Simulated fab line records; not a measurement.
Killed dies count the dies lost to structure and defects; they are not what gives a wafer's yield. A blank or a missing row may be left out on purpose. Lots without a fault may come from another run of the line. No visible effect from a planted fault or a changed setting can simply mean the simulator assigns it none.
Which tool was responsible? | flow ritCmos | 15 lots, 43 wafers sampled, at 3 steps of a route of 202

== WHAT EACH GAUGE READ, for each wafer ==
RIT_GATE_CD_MEAS_16: the cd target is 150 nm. Usual: 148.8 nm for cdNm, sd 2.7.
lot  | measured    | on       | cdNm (nm)         | flag
L266 | day 3 03:18 | cdSem-02 | 149.5 145.6 145.4 | 
L267 | day 3 07:13 | cdSem-02 | 146.8 145.8 145.1 | 
L269 | day 3 19:36 | cdSem-02 | 147.2 148.4 145.9 | 
L270 | day 3 23:21 | cdSem-02 | 146.3 145.4 146.5 | 
L273 | day 4 11:33 | cdSem-02 | 151.0 151.9 151.7 | 
L274 | day 4 17:49 | cdSem-01 | 146.2 148.8 147.0 | 
L275 | day 4 18:42 | cdSem-02 | 149.2 147.4 152.0 | 
L276 | day 5 00:08 | cdSem-02 | 152.1 151.3 154.0 | 
L278 | day 5 11:00 | cdSem-02 | 151.7             | 
L283 | day 6 13:59 | cdSem-01 | 151.8 150.0 151.9 | 
L284 | day 6 15:43 | cdSem-01 | 152.1 149.5 149.0 | 
L285 | day 7 05:35 | cdSem-01 | 149.8 147.8 146.1 | 
L286 | day 7 06:01 | cdSem-01 | 146.6 147.3 145.7 | 
L287 | day 7 05:52 | cdSem-02 | 145.4 146.1 145.0 | 
L288 | day 7 22:32 | cdSem-01 | 150.9 149.8 151.4 | 

== EACH LOT AND THE TOOL THAT RAN IT (in order: tool; ch and the chambers of the sampled wafers; start) ==
lot  | RIT_NWELL_STRIP_09                 | RIT_PWELL_STRIP_09
L266 | plasmaAsher-02 ch 0,1, day 2 03:42 | plasmaAsher-03 ch 0,1, day 2 05:15
L267 | plasmaAsher-02 ch 0,1, day 2 09:27 | plasmaAsher-03 ch 0,1, day 2 11:00
L269 | plasmaAsher-04 ch 0,1, day 3 01:22 | plasmaAsher-03 ch 0,1, day 3 02:55
L270 | plasmaAsher-03 ch 0,1, day 3 05:20 | plasmaAsher-04 ch 0,1, day 3 07:00
L273 | plasmaAsher-02 ch 0,1, day 3 17:19 | plasmaAsher-03 ch 0,1, day 3 18:52
L274 | plasmaAsher-02 ch 0,1, day 3 21:10 | plasmaAsher-04 ch 0,1, day 3 22:50
L275 | plasmaAsher-03 ch 0,1, day 4 01:22 | plasmaAsher-04 ch 0,1, day 4 02:55
L276 | plasmaAsher-04 ch 0,1, day 4 05:29 | plasmaAsher-01 ch 0,1, day 4 07:02
L278 | plasmaAsher-03 ch 1, day 4 19:48   | plasmaAsher-03 ch 1, day 4 21:28
L283 | plasmaAsher-02 ch 0, day 5 18:44   | plasmaAsher-01 ch 0,1, day 5 20:17
L284 | plasmaAsher-03 ch 0,1, day 5 23:06 | plasmaAsher-03 ch 0,1, day 6 00:47
L285 | plasmaAsher-02 ch 0,1, day 6 03:06 | plasmaAsher-03 ch 1, day 6 04:49
L286 | plasmaAsher-04 ch 0,1, day 6 09:46 | plasmaAsher-04 ch 0,1, day 6 11:27
L287 | plasmaAsher-03 ch 0,1, day 6 12:53 | plasmaAsher-03 ch 0,1, day 6 14:38
L288 | plasmaAsher-02 ch 0,1, day 6 17:47 | plasmaAsher-03 ch 0,1, day 6 19:20
- RIT_NWELL_STRIP_09: strips in O2, time 180 s.
- RIT_PWELL_STRIP_09: strips in O2, time 180 s.

== AS READ BY THE TOOLS THEMSELVES (means over the sampled wafers that have a number; for cases with no such wafer, the mark the record gives instead) ==
RIT_NWELL_STRIP_09. Usual: 5.9 A for drypumpMotorCurrentA, sd 0.65.
lot  | tool           | drypumpMotorCurrentA (A) | flag
L266 | plasmaAsher-02 | 6.0                      | 
L267 | plasmaAsher-02 | 5.5                      | 
L269 | plasmaAsher-04 | 6.1                      | 
L270 | plasmaAsher-03 | 6.1                      | 
L273 | plasmaAsher-02 | 6.0                      | 
L274 | plasmaAsher-02 | 6.0                      | 
L275 | plasmaAsher-03 | 5.9                      | 
L276 | plasmaAsher-04 | 6.2                      | 
L278 | plasmaAsher-03 | 6.4                      | 
L283 | plasmaAsher-02 | 6.6                      | 
L284 | plasmaAsher-03 | 6.1                      | 
L285 | plasmaAsher-02 | 5.5                      | 
L286 | plasmaAsher-04 | 6.1                      | 
L287 | plasmaAsher-03 | 5.8                      | 
L288 | plasmaAsher-02 | 5.5                      | 

RIT_PWELL_STRIP_09. Usual: 6.0 A for drypumpMotorCurrentA, sd 0.33.
lot  | tool           | drypumpMotorCurrentA (A) | flag
L266 | plasmaAsher-03 | 5.9                      | 
L267 | plasmaAsher-03 | 5.9                      | 
L269 | plasmaAsher-03 | 6.1                      | 
L270 | plasmaAsher-04 | 6.1                      | 
L273 | plasmaAsher-03 | 5.9                      | 
L274 | plasmaAsher-04 | 6.1                      | 
L275 | plasmaAsher-04 | 6.1                      | 
L276 | plasmaAsher-01 | 6.0                      | 
L278 | plasmaAsher-03 | 6.4                      | 
L283 | plasmaAsher-01 | 5.8                      | 
L284 | plasmaAsher-03 | 5.9                      | 
L285 | plasmaAsher-03 | 6.4                      | 
L286 | plasmaAsher-04 | 6.1                      | 
L287 | plasmaAsher-03 | 6.1                      | 
L288 | plasmaAsher-03 | 6.1                      | 

== THE ANSWER, worked out from the rows above alone ==
Rule: take the mean of a lot's wafers that have a number; if it is more than 3 standard deviations from the usual mean, the lot is off. A lot without any number at a reading at which 4 lots or more have one is off too. The other lots that the step has rows for count as sound. First the gauges in route order, then the tools' own readings, where a lot's mean is used as printed above. The first step at which some lot is off is used, and at that step the reading that is off furthest; a lot without a number counts as furthest.
No lot is off on any of the readings shown, so nothing can be concluded from this.

== WHAT HAD BEEN PUT IN BY THE SIMULATOR ==
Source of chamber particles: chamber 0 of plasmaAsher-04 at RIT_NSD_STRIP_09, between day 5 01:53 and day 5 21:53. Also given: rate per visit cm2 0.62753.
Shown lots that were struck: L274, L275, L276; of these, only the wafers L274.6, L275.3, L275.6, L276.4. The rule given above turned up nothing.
